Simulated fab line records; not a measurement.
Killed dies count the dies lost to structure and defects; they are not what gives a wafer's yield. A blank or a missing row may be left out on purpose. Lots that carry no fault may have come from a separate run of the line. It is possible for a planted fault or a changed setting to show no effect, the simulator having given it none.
fab line records + flow berkeleyCmos170
[record]
- lots = 14
- wafers = 42
- lastDay = 12
route steps=331 shown NWELL@29 PFIELD@86 SDANNEAL@204 M3@327
lots that met no fault: taken from a fault-free run of the same line
startH: start of the lot's first displayed wafer, in hours after the record's first day + waitH: hours since the lot's step before + " repeats the value in the row above + L1.1+2: a row that stands for several wafers + - either no value or no given start + * or withheld: withheld + < > ~ a bound
route shown NAME@n: names a module that has steps shown in the file, with the first one's number in the route + usual: the fault-free wafers' mean and standard deviation + same: alike in all rows + chamber/n: place in a boat + sites: each site's reading + _std_site: their standard deviation + _edge_site: the outer-site mean with the inner-site mean subtracted + radiusMm: for every site, how far away it sits from the centre of the wafer + mask NAME#n: copy n + behind: the last tool/chamber to shape the wafer + hold: why the lot went on hold/how many hours it stayed there/how the hold came to an end + device: which transistor (n, p or np) failed to switch + end of line: tests run on the same wafers once the route is complete + where a step has no rows: the recipe by itself + killed: not the wafer's yield, but the dies lost to structure and defects at the first sort + map: the dies of a wafer, with x for killed, . for not killed, _ for no die there
set.NAME: the setting the step ran with; set.NAME@STEP: the setting that earlier step ran with + model.NAME: the simulator's own value behind a step, which no gauge read
steps of the route over a sample of lots; a table a step, a row a wafer
services: the hour from which a tool's chamber was out of use, counted from the record's first day as startH (under 0 if before that day), plus the number of hours and why
[[steps]]
[step UCB170_NWELL_STRIP_15]
[recipe]
- chemistry = O2
- powerW = 400
- pressureMtorr = 3500
- platenTempC = withheld
- o2FlowSccm = 400
- overashFraction = 0.5
[usual]
- drypumpMotorCurrentA = 5.5/0.58
- oesProductAu = 0.722/0.0048
- stripTimeToEndpointS = 18.08/0.085
| lot.wafer | tool           | chamber | startH | waitH | drypumpMotorCurrentA | oesProductAu | rfHoursCounterH | stripTimeToEndpointS |
|-----------|----------------|---------|--------|-------|----------------------|--------------|-----------------|----------------------|
| L263.2    | plasmaAsher-01 | 1       | 28.21  | 0.1   | 5.7                  | 0.721        | 33              | 18.02                |
| L263.3    | "              | 0       | "      | "     | 5.2                  | 0.728        | -               | 18.11                |
| L263.6    | "              | 0       | "      | "     | 5.2                  | 0.719        | -               | 18.02                |
| L264.1    | plasmaAsher-04 | 0       | 35.66  | 0.1   | 5.2                  | 0.724        | 19              | 18.07                |
| L264.2    | "              | 1       | "      | "     | 4.9                  | 0.717        | 19              | 18.07                |
| L264.4    | "              | 1       | "      | "     | 5.0                  | 0.728        | -               | 17.95                |
| L265.1    | plasmaAsher-04 | 1       | 39.80  | 0.1   | 4.9                  | 0.723        | 20              | 18.09                |
| L265.3    | "              | 1       | "      | "     | 4.9                  | 0.725        | -               | 18.12                |
| L265.6    | "              | 1       | "      | "     | 4.9                  | 0.722        | -               | 18.10                |
| L268.2    | plasmaAsher-04 | 1       | 60.34  | 0.1   | 4.9                  | 0.717        | 23              | 17.99                |
| L268.3    | "              | 0       | "      | "     | 5.2                  | 0.726        | -               | 18.02                |
| L268.4    | "              | 1       | "      | "     | 4.9                  | 0.722        | -               | 17.91                |
| L270.3    | plasmaAsher-03 | 1       | 69.87  | 0.1   | 6.8                  | 0.726        | -               | 18.13                |
| L270.4    | "              | 0       | "      | "     | 6.2                  | 0.714        | -               | 18.06                |
| L270.5    | "              | 1       | "      | "     | 6.8                  | 0.719        | -               | 18.29                |
| L271.2    | plasmaAsher-03 | 0       | 71.97  | 0.1   | 6.3                  | 0.719        | 34              | 17.98                |
| L271.5    | "              | 0       | "      | "     | 6.3                  | 0.722        | -               | 18.06                |
| L271.6    | "              | 1       | "      | "     | 6.8                  | 0.721        | -               | 17.94                |
| L276.1    | plasmaAsher-01 | 1       | 98.78  | 0.1   | 5.7                  | 0.720        | 39              | 18.14                |
| L276.4    | "              | 0       | "      | "     | 5.2                  | 0.718        | -               | 18.05                |
| L276.5    | "              | 0       | "      | "     | 5.2                  | 0.716        | -               | 18.09                |
| L278.1    | plasmaAsher-04 | 1       | 106.93 | 0.1   | 5.0                  | 0.720        | 28              | 18.23                |
| L278.2    | "              | 0       | "      | "     | 5.3                  | 0.725        | 28              | 18.15                |
| L278.3    | "              | 0       | "      | "     | 5.2                  | 0.731        | -               | 18.18                |
| L280.1    | plasmaAsher-01 | 1       | 114.73 | 0.1   | 5.7                  | 0.717        | 41              | 18.17                |
| L280.5    | "              | 0       | "      | "     | 5.2                  | 0.727        | -               | 18.11                |
| L280.6    | "              | 1       | "      | "     | 5.7                  | 0.720        | -               | 18.11                |
| L281.4    | plasmaAsher-03 | 0       | 120.65 | 0.1   | 6.3                  | 0.719        | -               | 17.95                |
| L281.5    | "              | 0       | "      | "     | 6.3                  | 0.726        | -               | 17.97                |
| L281.6    | "              | 1       | "      | "     | 6.8                  | 0.715        | -               | 17.94                |
| L283.2    | plasmaAsher-03 | 1       | 129.49 | 0.1   | 6.8                  | 0.717        | 41              | 18.02                |
| L283.4    | "              | 0       | "      | "     | 6.3                  | 0.721        | -               | 18.06                |
| L283.6    | "              | 0       | "      | "     | 6.3                  | 0.719        | -               | 17.98                |
| L282.2    | plasmaAsher-01 | 1       | 129.76 | 0.1   | 5.8                  | 0.724        | 43              | 18.11                |
| L282.4    | "              | 1       | "      | "     | 5.8                  | 0.719        | -               | 18.18                |
| L282.6    | "              | 0       | "      | "     | 5.2                  | 0.726        | -               | 18.18                |
| L284.1    | plasmaAsher-01 | 0       | 136.54 | 0.1   | 5.2                  | 0.725        | 43              | 18.12                |
| L284.4    | "              | 0       | "      | "     | 5.2                  | 0.723        | -               | 18.10                |
| L284.6    | "              | 1       | "      | "     | 5.8                  | 0.711        | -               | 18.07                |
| L286.2    | plasmaAsher-04 | 0       | 142.13 | 0.1   | 5.2                  | 0.718        | 32              | 18.00                |
| L286.5    | "              | 0       | "      | "     | 5.2                  | 0.728        | -               | 18.10                |
| L286.6    | "              | 1       | "      | "     | 5.0                  | 0.721        | -               | 18.09                |
[step UCB170_PFIELD_IMPLANT_07]
[recipe]
- species = B
- doseCm2 = 2e+13
- energyKev = 80.67
- tiltDeg = 7
[usual]
- doseIonsCm2 = 1.9995e+13/2.2e+10
- faradayCurrentUA = 63.3/1.2
| lot.wafer | tool         | chamber | startH | waitH | doseIonsCm2 | faradayCurrentUA |
|-----------|--------------|---------|--------|-------|-------------|------------------|
| L263.2    | implanter-03 | 0       | 72.90  | 0.0   | 2.0019e+13  | 63.7             |
| L263.3    | "            | 0       | "      | "     | 2.0033e+13  | 63.2             |
| L263.6    | "            | 0       | "      | "     | 1.9999e+13  | 62.7             |
| L265.1    | implanter-03 | 0       | 83.33  | 0.0   | 1.9989e+13  | 63.6             |
| L265.3    | "            | 0       | "      | "     | 1.9981e+13  | 63.6             |
| L265.6    | "            | 0       | "      | "     | 2.0021e+13  | 63.0             |
| L264.1    | implanter-03 | 0       | 83.82  | 0.0   | 1.9968e+13  | 61.9             |
| L264.2    | "            | 0       | "      | "     | 1.9987e+13  | 62.6             |
| L264.4    | "            | 0       | "      | "     | 1.9984e+13  | 63.0             |
| L268.2    | implanter-03 | 0       | 103.47 | 0.0   | 1.3797e+13  | 43.8             |
| L268.3    | "            | 0       | "      | "     | 1.3795e+13  | 43.7             |
| L268.4    | "            | 0       | "      | "     | 1.3754e+13  | 42.9             |
| L271.2    | implanter-03 | 0       | 116.64 | 0.0   | 1.3814e+13  | 41.2             |
| L271.5    | "            | 0       | "      | "     | 1.3788e+13  | 42.3             |
| L271.6    | "            | 0       | "      | "     | 1.3817e+13  | 44.0             |
| L270.3    | implanter-02 | 0       | 116.88 | 0.1   | 2.0011e+13  | 62.5             |
| L270.4    | "            | 0       | "      | "     | 2.0021e+13  | 62.2             |
| L270.5    | "            | 0       | "      | "     | 2.0022e+13  | 61.7             |
| L276.1    | implanter-01 | 0       | 144.06 | 0.0   | 1.9978e+13  | 63.3             |
| L276.4    | "            | 0       | "      | "     | 1.9979e+13  | 60.5             |
| L276.5    | "            | 0       | "      | "     | 1.9977e+13  | 66.0             |
| L278.1    | implanter-01 | 0       | 158.52 | 0.0   | 1.9978e+13  | 62.6             |
| L278.2    | "            | 0       | "      | "     | 1.9968e+13  | 66.1             |
| L278.3    | "            | 0       | "      | "     | 1.9958e+13  | 63.8             |
| L280.1    | implanter-01 | 0       | 163.94 | 0.0   | 1.997e+13   | 62.9             |
| L280.5    | "            | 0       | "      | "     | 1.9955e+13  | 63.9             |
| L280.6    | "            | 0       | "      | "     | 2.0008e+13  | 64.9             |
| L281.4    | implanter-02 | 0       | 172.52 | 0.1   | 1.9989e+13  | 63.4             |
| L281.5    | "            | 0       | "      | "     | 2.0004e+13  | 64.2             |
| L281.6    | "            | 0       | "      | "     | 1.9967e+13  | 66.0             |
| L283.2    | implanter-01 | 0       | 177.03 | 0.0   | 1.9986e+13  | 62.8             |
| L283.4    | "            | 0       | "      | "     | 2.0004e+13  | 64.3             |
| L283.6    | "            | 0       | "      | "     | 1.9998e+13  | 62.8             |
| L282.2    | implanter-02 | 0       | 177.15 | 0.0   | 1.9982e+13  | 62.4             |
| L282.4    | "            | 0       | "      | "     | 1.9956e+13  | 66.0             |
| L282.6    | "            | 0       | "      | "     | 2.0008e+13  | 62.0             |
| L284.1    | implanter-03 | 0       | 177.44 | 0.0   | 1.9992e+13  | 62.8             |
| L284.4    | "            | 0       | "      | "     | 2.0014e+13  | 63.0             |
| L284.6    | "            | 0       | "      | "     | 2.0026e+13  | 62.0             |
| L286.2    | implanter-01 | 0       | 191.98 | 0.0   | 1.9968e+13  | 62.1             |
| L286.5    | "            | 0       | "      | "     | 1.9985e+13  | 61.8             |
| L286.6    | "            | 0       | "      | "     | 1.9968e+13  | 63.1             |
[step UCB170_PFIELD_TW_MEAS_09]
[usual]
- PFIELD_TW = 604/4.3
| lot.wafer | tool         | chamber | startH | waitH | PFIELD_TW |
|-----------|--------------|---------|--------|-------|-----------|
| L263.2    | filmMetro-03 | -       | 73.14  | 0.1   | 601       |
| L263.3    | "            | -       | "      | "     | 600       |
| L263.6    | "            | -       | "      | "     | 605       |
| L265.1    | filmMetro-03 | -       | 83.58  | 0.1   | 603       |
| L265.3    | "            | -       | "      | "     | 603       |
| L265.6    | "            | -       | "      | "     | 603       |
| L264.1    | filmMetro-03 | -       | 84.07  | 0.1   | 601       |
| L264.2    | "            | -       | "      | "     | 607       |
| L264.4    | "            | -       | "      | "     | 602       |
| L268.2    | filmMetro-03 | -       | 103.70 | 0.1   | 540       |
| L268.3    | "            | -       | "      | "     | 539       |
| L268.4    | "            | -       | "      | "     | 539       |
| L271.2    | filmMetro-01 | -       | 116.88 | 0.1   | 541       |
| L271.5    | "            | -       | "      | "     | 543       |
| L271.6    | "            | -       | "      | "     | 545       |
| L270.3    | filmMetro-04 | -       | 117.10 | 0.1   | 603       |
| L270.4    | "            | -       | "      | "     | 605       |
| L270.5    | "            | -       | "      | "     | 605       |
| L276.1    | filmMetro-01 | -       | 144.31 | 0.1   | 608       |
| L276.4    | "            | -       | "      | "     | 606       |
| L276.5    | "            | -       | "      | "     | 611       |
| L278.1    | filmMetro-03 | -       | 158.77 | 0.1   | 602       |
| L278.2    | "            | -       | "      | "     | 603       |
| L278.3    | "            | -       | "      | "     | 602       |
| L280.1    | filmMetro-01 | -       | 164.19 | 0.1   | 611       |
| L280.5    | "            | -       | "      | "     | 611       |
| L280.6    | "            | -       | "      | "     | 610       |
| L281.4    | filmMetro-03 | -       | 172.73 | 0.1   | 600       |
| L281.5    | "            | -       | "      | "     | 596       |
| L281.6    | "            | -       | "      | "     | 602       |
| L283.2    | filmMetro-01 | -       | 177.26 | 0.1   | 612       |
| L283.4    | "            | -       | "      | "     | 611       |
| L283.6    | "            | -       | "      | "     | 611       |
| L282.2    | filmMetro-03 | -       | 177.38 | 0.1   | 598       |
| L282.4    | "            | -       | "      | "     | 598       |
| L282.6    | "            | -       | "      | "     | 599       |
| L284.1    | filmMetro-04 | -       | 177.69 | 0.1   | 604       |
| L284.4    | "            | -       | "      | "     | 602       |
| L284.6    | "            | -       | "      | "     | 604       |
| L286.2    | filmMetro-04 | -       | 192.22 | 0.1   | 601       |
| L286.5    | "            | -       | "      | "     | 602       |
| L286.6    | "            | -       | "      | "     | 601       |
[step UCB170_SDANNEAL_RTA_00]
[recipe]
- tempC = 900
- timeS = 10
- ambient = N2
[usual]
- lampPowerPct = 23.11/0.25
- wafer_temp_C_max = 905.2/2.2
| lot.wafer | tool         | chamber | startH | waitH | lampPowerPct | wafer_temp_C_max |
|-----------|--------------|---------|--------|-------|--------------|------------------|
| L263.2    | rtpAnneal-01 | 0       | 128.51 | 0.0   | 22.83        | 903.4            |
| L263.3    | "            | 0       | "      | "     | 22.82        | 902.5            |
| L263.6    | "            | 0       | "      | "     | 22.89        | 903.4            |
| L264.1    | rtpAnneal-02 | 0       | 139.13 | 0.0   | 23.35        | 906.3            |
| L264.2    | "            | 0       | "      | "     | 23.35        | 905.1            |
| L264.4    | "            | 0       | "      | "     | 23.34        | 909.5            |
| L265.1    | rtpAnneal-01 | 0       | 139.67 | 0.0   | 22.82        | 902.1            |
| L265.3    | "            | 0       | "      | "     | 22.86        | 903.3            |
| L265.6    | "            | 0       | "      | "     | 22.83        | 903.7            |
| L268.2    | rtpAnneal-02 | 0       | 166.40 | 0.0   | 23.39        | 906.8            |
| L268.3    | "            | 0       | "      | "     | 23.34        | 907.4            |
| L268.4    | "            | 0       | "      | "     | 23.37        | 905.3            |
| L270.3    | rtpAnneal-01 | 0       | 166.86 | 0.0   | 22.88        | 903.7            |
| L270.4    | "            | 0       | "      | "     | 22.87        | 902.5            |
| L270.5    | "            | 0       | "      | "     | 22.85        | 903.3            |
| L271.2    | rtpAnneal-02 | 0       | 167.04 | 0.0   | 23.34        | 906.7            |
| L271.5    | "            | 0       | "      | "     | 23.37        | 906.5            |
| L271.6    | "            | 0       | "      | "     | 23.38        | 907.1            |
| L276.1    | rtpAnneal-02 | 0       | 203.59 | 0.0   | 23.33        | 905.1            |
| L276.4    | "            | 0       | "      | "     | 23.40        | 906.4            |
| L276.5    | "            | 0       | "      | "     | 23.37        | 907.2            |
| L278.1    | rtpAnneal-01 | 0       | 222.38 | 0.0   | 22.86        | 902.6            |
| L278.2    | "            | 0       | "      | "     | 22.88        | 902.7            |
| L278.3    | "            | 0       | "      | "     | 22.85        | 903.6            |
| L280.1    | rtpAnneal-02 | 0       | 237.84 | 0.0   | 23.35        | 909.6            |
| L280.5    | "            | 0       | "      | "     | 23.34        | 909.2            |
| L280.6    | "            | 0       | "      | "     | 23.39        | 907.0            |
| L281.4    | rtpAnneal-01 | 0       | 238.35 | 0.0   | 22.86        | 902.6            |
| L281.5    | "            | 0       | "      | "     | 22.81        | 903.1            |
| L281.6    | "            | 0       | "      | "     | 22.88        | 903.9            |
| L283.2    | rtpAnneal-01 | 0       | 239.20 | 0.0   | 22.88        | 903.6            |
| L283.4    | "            | 0       | "      | "     | 22.85        | 903.6            |
| L283.6    | "            | 0       | "      | "     | 22.83        | 904.1            |
| L282.2    | rtpAnneal-02 | 0       | 239.28 | 0.0   | 23.37        | 909.7            |
| L282.4    | "            | 0       | "      | "     | 23.38        | 905.9            |
| L282.6    | "            | 0       | "      | "     | 23.34        | 906.0            |
| L284.1    | rtpAnneal-01 | 0       | 239.37 | 0.0   | 22.90        | 902.8            |
| L284.4    | "            | 0       | "      | "     | 22.86        | 903.1            |
| L284.6    | "            | 0       | "      | "     | 22.88        | 903.3            |
| L286.2    | rtpAnneal-02 | 0       | 255.49 | 0.0   | 23.39        | 905.5            |
| L286.5    | "            | 0       | "      | "     | 23.36        | 905.3            |
| L286.6    | "            | 0       | "      | "     | 23.34        | 906.9            |
[step UCB170_M3_METAL_ETCH_18]
[recipe]
- chemistry = Cl2/BCl3
- target = Al
- stopOn = SiO2
- pressureMtorr = 12
- targetDepthA = 11700
- overEtchFrac = 0.3
- timeS = 195
- icpW = 585.8
- biasW = 120
- Cl2_flow_sccm = 90
- bcl3FlowSccm = 45
[usual]
- biasW = 120.0/0.34
- drypumpMotorCurrentA = 5.85/0.26
- oesProductAu = 0.849/0.021
- throttleValvePct = 24.51/0.11
[same]
- overEtchFrac = 0.3
| lot.wafer | tool        | chamber | startH | waitH | biasW | drypumpMotorCurrentA | oesProductAu | rfHoursCounterH | throttleValvePct |
|-----------|-------------|---------|--------|-------|-------|----------------------|--------------|-----------------|------------------|
| L263.2    | rieMetal-03 | 1       | 152.34 | -     | 120.7 | 5.47                 | 0.863        | 28              | 24.50            |
| L263.3    | "           | 1       | "      | "     | 120.3 | 5.47                 | 0.858        | -               | 24.51            |
| L263.6    | "           | 1       | "      | "     | 121.0 | 5.49                 | 0.863        | -               | 24.51            |
| L264.1    | rieMetal-03 | 1       | 162.67 | -     | 120.3 | 5.44                 | 0.864        | 28              | 24.50            |
| L264.2    | "           | 0       | "      | "     | 119.8 | 5.83                 | 0.834        | 1               | 24.62            |
| L264.4    | "           | 1       | "      | "     | 120.1 | 5.49                 | 0.856        | -               | 24.50            |
| L265.1    | rieMetal-01 | 0       | 164.04 | -     | 120.1 | 6.16                 | 0.823        | 9               | 24.41            |
| L265.3    | "           | 0       | "      | "     | 120.7 | 6.16                 | 0.840        | -               | 24.39            |
| L265.6    | "           | 0       | "      | "     | 120.3 | 6.11                 | 0.824        | -               | 24.40            |
| L270.3    | rieMetal-03 | 0       | 186.65 | -     | 120.3 | 5.83                 | 0.834        | -               | 24.62            |
| L270.4    | "           | 0       | "      | "     | 119.8 | 5.82                 | 0.825        | -               | 24.62            |
| L270.5    | "           | 0       | "      | "     | 120.0 | 5.84                 | 0.836        | -               | 24.61            |
| L268.2    | rieMetal-01 | 0       | 186.79 | -     | 120.3 | 6.15                 | 0.837        | 9               | 24.41            |
| L268.3    | "           | 0       | "      | "     | 119.5 | 6.17                 | 0.831        | -               | 24.40            |
| L268.4    | "           | 1       | "      | "     | 119.8 | 5.62                 | 0.894        | -               | 24.35            |
| L271.2    | rieMetal-02 | 1       | 196.04 | -     | 120.0 | 5.88                 | 0.862        | 0               | 24.68            |
| L271.5    | "           | 1       | "      | "     | 120.1 | 5.88                 | 0.864        | -               | 24.69            |
| L271.6    | "           | 0       | "      | "     | 119.5 | 6.26                 | 0.870        | -               | 24.50            |
| L276.1    | rieMetal-03 | 1       | 227.98 | -     | 119.5 | 5.48                 | 0.836        | 1               | 24.48            |
| L276.4    | "           | 1       | "      | "     | 120.2 | 5.50                 | 0.843        | -               | 24.47            |
| L276.5    | "           | 1       | "      | "     | 120.0 | 5.48                 | 0.840        | -               | 24.48            |
| L278.1    | rieMetal-03 | 0       | 250.90 | -     | 119.8 | 5.87                 | 0.839        | 4               | 24.62            |
| L278.2    | "           | 1       | "      | "     | 120.2 | 5.49                 | 0.833        | 1               | 24.50            |
| L278.3    | "           | 0       | "      | "     | 119.0 | 5.85                 | 0.830        | -               | 24.61            |
| L281.4    | rieMetal-02 | 0       | 263.16 | -     | 120.1 | 6.26                 | 0.869        | -               | 24.42            |
| L281.5    | "           | 1       | "      | "     | 120.0 | 5.88                 | 0.866        | -               | 24.70            |
| L281.6    | "           | 0       | "      | "     | 119.9 | 6.26                 | 0.863        | -               | 24.42            |
| L280.1    | rieMetal-03 | 0       | 263.96 | -     | 120.2 | 5.81                 | 0.837        | 4               | 24.60            |
| L280.5    | "           | 0       | "      | "     | 119.9 | 5.82                 | 0.832        | -               | 24.61            |
| L280.6    | "           | 1       | "      | "     | 120.3 | 5.44                 | 0.833        | -               | 24.49            |
| L282.2    | rieMetal-03 | 0       | 266.73 | -     | 120.7 | 5.87                 | 0.823        | 4               | 24.62            |
| L282.4    | "           | 0       | "      | "     | 120.5 | 5.86                 | 0.835        | -               | 24.60            |
| L282.6    | "           | 0       | "      | "     | 120.3 | 5.83                 | 0.826        | -               | 24.62            |
| L283.2    | rieMetal-01 | 0       | 267.13 | -     | 119.4 | 6.16                 | 0.833        | 12              | 24.40            |
| L283.4    | "           | 0       | "      | "     | 119.9 | 6.14                 | 0.836        | -               | 24.41            |
| L283.6    | "           | 0       | "      | "     | 119.4 | 6.15                 | 0.827        | -               | 24.40            |
| L284.1    | rieMetal-02 | 0       | 267.21 | -     | 120.5 | 6.30                 | 0.862        | 1               | 24.42            |
| L284.4    | "           | 0       | "      | "     | 119.7 | 6.27                 | 0.861        | -               | 24.41            |
| L284.6    | "           | 1       | "      | "     | 120.4 | 5.89                 | 0.861        | -               | 24.70            |
| L286.2    | rieMetal-03 | 0       | 282.10 | -     | 119.9 | 5.88                 | 0.833        | 5               | 24.61            |
| L286.5    | "           | 0       | "      | "     | 120.5 | 5.86                 | 0.830        | -               | 24.62            |
| L286.6    | "           | 1       | "      | "     | 119.9 | 5.46                 | 0.820        | -               | 24.47            |
[[services]]
| tool           | chamber | startH | hours | kind   |
|----------------|---------|--------|-------|--------|
| implanter-01   | -       | 8.07   | 1.1   | repair |
| rieMetal-03    | 0       | 11.56  | 4.5   | repair |
| plasmaAsher-01 | -       | 35.17  | 9.7   | repair |
| implanter-03   | -       | 57.99  | 2.8   | repair |
| plasmaAsher-01 | -       | 67.94  | 4.3   | pm     |
| plasmaAsher-01 | -       | 74.99  | 3.9   | repair |
| implanter-01   | -       | 83.03  | 4.3   | pm     |
| plasmaAsher-04 | -       | 92.19  | 0.9   | repair |
| implanter-01   | -       | 94.11  | 1.8   | repair |
| implanter-03   | -       | 95.50  | 1.0   | repair |
| plasmaAsher-03 | -       | 118.09 | 1.4   | repair |
| implanter-03   | -       | 160.66 | 6.1   | pm     |
| implanter-01   | -       | 166.51 | 2.9   | repair |
| implanter-03   | -       | 166.75 | 6.3   | pm     |
| plasmaAsher-01 | -       | 169.20 | 2.8   | pm     |
| plasmaAsher-03 | -       | 192.85 | 1.3   | repair |
| implanter-01   | -       | 193.68 | 1.0   | repair |
| plasmaAsher-01 | -       | 195.90 | 1.2   | repair |
| plasmaAsher-04 | -       | 209.00 | 3.8   | repair |
| plasmaAsher-03 | -       | 218.75 | 5.6   | repair |
| plasmaAsher-01 | -       | 239.30 | 0.8   | repair |
| implanter-01   | -       | 241.94 | 1.3   | repair |
| implanter-01   | -       | 258.67 | 4.9   | pm     |
| plasmaAsher-01 | -       | 269.84 | 0.6   | repair |
[[key]]
[firstSign]
- step = UCB170_PFIELD_IMPLANT_07
- reading = doseIonsCm2
- direction = down
- sigmas = 99+
- usual = 1.9995e+13
- struck = 1.3794e+13
[effect]
- step = UCB170_PFIELD_IMPLANT_07
- reading = faradayCurrentUA
- direction = down
- sigmas = 17
- usual = 63.3
- struck = 43.0
[effect]
- step = UCB170_PFIELD_TW_MEAS_09
- reading = PFIELD_TW
- direction = down
- sigmas = 15
- usual = 604
- struck = 541
metAt UCB170_PFIELD_IMPLANT_07
struckLots L268,L271
testerLeftOut L268,L271
notActingAt UCB170_NWELL_STRIP_15,UCB170_SDANNEAL_RTA_00,UCB170_M3_METAL_ETCH_18
onsetBetween 83.82 103.47
[fault]
- kind = processParameterDrift
- tool = implanter-03
- chamber = -
- onsetH = 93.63
- steps = UCB170_PFIELD_IMPLANT_07
- channel = doseCm2
- offset = -6.2179e+12
- shape = step
- endH = 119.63
- actsIn = theseRecipesOnly
- stated = 2e+13
// testerLeftOut: of these lots the tester's yield and bins aren't shown, on N5 and GAA mostly nor the transistor test; their killed dies are dies lost to structure and defects alone, not to doping, threshold or leakage, so they don't give the yield
